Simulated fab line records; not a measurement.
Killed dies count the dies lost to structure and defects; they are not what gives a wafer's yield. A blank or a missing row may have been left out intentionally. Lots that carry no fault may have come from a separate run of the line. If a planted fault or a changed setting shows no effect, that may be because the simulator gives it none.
Which tool is to blame? | flow berkeleyCmos170 | 7 lots, 21 wafers sampled, at 2 steps of a route of 331

## WHAT EACH GAUGE READ, for each wafer
UCB170_NWELL_TW_MEAS_16.
lot  | measured    | on           | NWELL_TW
L423 | day 2 19:43 | filmMetro-03 | 1250 1256 1248
L429 | day 3 21:32 | filmMetro-03 | 1236 1246 1237
L433 | day 4 19:05 | filmMetro-03 | 1395 1388 1391
L437 | day 5 15:41 | filmMetro-04 | 1262 1255 1260
L439 | day 6 01:03 | filmMetro-03 | 1245 1248 1251
L442 | day 6 18:36 | filmMetro-01 | 1245 1248 1243
L444 | day 7 04:05 | filmMetro-04 | 1251 1251 1253

## EACH LOT AND THE TOOL THAT RAN IT (in order: tool; ch and the chambers of the sampled wafers; start)
lot  | UCB170_NWELL_IMPLANT_14
L423 | implanter-03 ch 0, day 2 19:28
L429 | implanter-02 ch 0, day 3 21:17
L433 | implanter-04 ch 0, day 4 18:50
L437 | implanter-02 ch 0, day 5 15:26
L439 | implanter-03 ch 0, day 6 00:50
L442 | implanter-03 ch 0, day 6 18:21
L444 | implanter-03 ch 0, day 7 03:52
- UCB170_NWELL_IMPLANT_14

## THE ANSWER, worked out from the rows above alone
Rule: the usual values come from the lots themselves. The widest of any qualifying gaps counts: lots, ordered by their means at a reading, are off when they make up no more than a third of the lots, leave a main group of 4 or more, and stand apart from it by 3 or more times the standard deviation of that group's means. A main group is skipped when, at the precision printed for the reading in the tables above, its means are all equal. Also off: a lot with no number at a reading for which 4 or more lots have one. The other lots that the step has rows for count as sound.
Off: L433, seen at UCB170_NWELL_TW_MEAS_16 (NWELL_TW). Main group: mean 1249, sd 6.
A tool fits if, at a process step before that reading, it ran every lot that is off, and no sound lot after the first of them. Gauges at UCB170_NWELL_TW_MEAS_16: tried the same way as those tools. One candidate fits, namely implanter-04 at UCB170_NWELL_IMPLANT_14. It ran no sound lot before its first lot that is off in this sample, so the start can't be narrowed down.

## WHAT THE SIMULATOR HAD INSERTED
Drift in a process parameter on implanter-04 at UCB170_NWELL_IMPLANT_14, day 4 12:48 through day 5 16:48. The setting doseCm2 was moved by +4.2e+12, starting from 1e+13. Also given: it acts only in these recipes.
Lots struck among those shown: L433. The rule above found the same.
